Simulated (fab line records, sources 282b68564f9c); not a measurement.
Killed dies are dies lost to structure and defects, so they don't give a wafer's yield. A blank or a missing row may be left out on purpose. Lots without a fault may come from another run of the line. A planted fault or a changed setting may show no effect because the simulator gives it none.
Which tool did it? | flow rit_cmos | 14 lots, 42 wafers sampled, at 2 steps of a route of 202

WHAT THE GAUGES READ, wafer by wafer
The record holds no reading of a measuring or inspecting step that can be judged against a usual standard deviation.

WHICH TOOL RAN EACH LOT (tool, then ch and the chambers of the sampled wafers, then the start)
lot  | RIT_ACTIVE_CLEAN_16            | RIT_M1_PROBE_99
L671 | wet_bench-04 ch 2, day 1 15:55 | prober-02, day 3 20:14
L672 | wet_bench-02 ch 0, day 1 20:20 | prober-01, day 3 21:47
L673 | wet_bench-02 ch 2, day 2 02:33 | prober-02, day 3 23:17
L675 | wet_bench-01 ch 3, day 2 11:22 | prober-02, day 4 10:39
L677 | wet_bench-04 ch 3, day 2 22:45 | prober-02, day 4 22:42
L682 | wet_bench-02 ch 3, day 3 23:37 | prober-01, day 5 18:46
L683 | wet_bench-02 ch 1, day 4 04:03 | prober-02, day 6 02:48
L684 | wet_bench-02 ch 0, day 4 08:26 | prober-01, day 6 10:08
L686 | wet_bench-01 ch 3, day 4 19:10 | prober-01, day 7 01:10
L687 | wet_bench-04 ch 1, day 4 23:34 | prober-02, day 7 02:40
L688 | wet_bench-01 ch 1, day 5 06:10 | prober-01, day 7 15:53
L689 | wet_bench-01 ch 0, day 5 09:27 | prober-02, day 7 22:26
L690 | wet_bench-01 ch 3, day 5 17:08 | prober-01, day 8 07:14
L692 | wet_bench-01 ch 2, day 6 02:49 | prober-02, day 8 12:16
- RIT_ACTIVE_CLEAN_16: cleans in dHF, time 30 s.
- RIT_M1_PROBE_99

WHAT THE TOOLS THEMSELVES READ (means of the sampled wafers that have a number; where no wafer has one, the mark that the record gives instead)
RIT_M1_PROBE_99.
lot  | tool      | killed_at_front_end | killed_dies | killed_open | killed_short
L671 | prober-02 | 6.0                 | 6.0         | 2.3         | 3.7
L672 | prober-01 | 7.7                 | 7.7         | 4.7         | 3.0
L673 | prober-02 | 8.7                 | 8.7         | 5.3         | 3.3
L675 | prober-02 | 7.3                 | 7.3         | 4.0         | 3.3
L677 | prober-02 | 6.3                 | 6.3         | 3.7         | 2.7
L682 | prober-01 | 8.7                 | 8.7         | 4.3         | 4.3
L683 | prober-02 | 45.7                | 45.7        | 2.0         | 1.0
L684 | prober-01 | 44.7                | 44.7        | 2.0         | 2.0
L686 | prober-01 | 5.7                 | 5.7         | 2.0         | 3.3
L687 | prober-02 | 5.3                 | 5.3         | 2.0         | 3.3
L688 | prober-01 | 5.0                 | 5.0         | 2.3         | 2.7
L689 | prober-02 | 9.0                 | 9.0         | 4.0         | 5.0
L690 | prober-01 | 5.7                 | 5.7         | 2.0         | 3.7
L692 | prober-02 | 8.7                 | 8.7         | 3.0         | 5.7

THE ANSWER, worked out from the rows above alone
Rule: what is usual is taken from the lots themselves. Put in order of their means at a reading, lots are off if they are a third of the lots or fewer, leave a main group of 4 or more, and stand apart from it by a gap of 3 or more times the standard deviation of the main group's means; of several such gaps the widest counts. A main group whose means are all the same, to the digits that the tables above print for the reading, isn't used. A lot without any number at a reading at which 4 lots or more have one is off too. The other lots that the step has rows for count as sound. The gauges are gone through in route order, then the tools' own readings, and for those a lot's mean is taken as printed above. The first step at which some lot is off is used, and at that step the reading that is off furthest; a lot without a number counts as furthest.
Off: L683, L684, at RIT_M1_PROBE_99 (killed_at_front_end). The main group: mean 7.0, standard deviation 1.4.
A tool fits if, at that step or a process step before it, it ran every lot that is off, and no sound lot after the first of them. One fits: wet_bench-02 at RIT_ACTIVE_CLEAN_16. Its last sound lot is L682 (day 3 23:37), its first lot that is off L683 (day 4 04:03): a fault that began between those two fits.

WHAT THE SIMULATOR HAD PUT IN
Chamber particle source: wet_bench-02, from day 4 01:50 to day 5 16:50, at RIT_ACTIVE_CLEAN_16. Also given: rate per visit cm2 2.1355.
Lots struck among those shown: L683, L684. The rule above found the same.
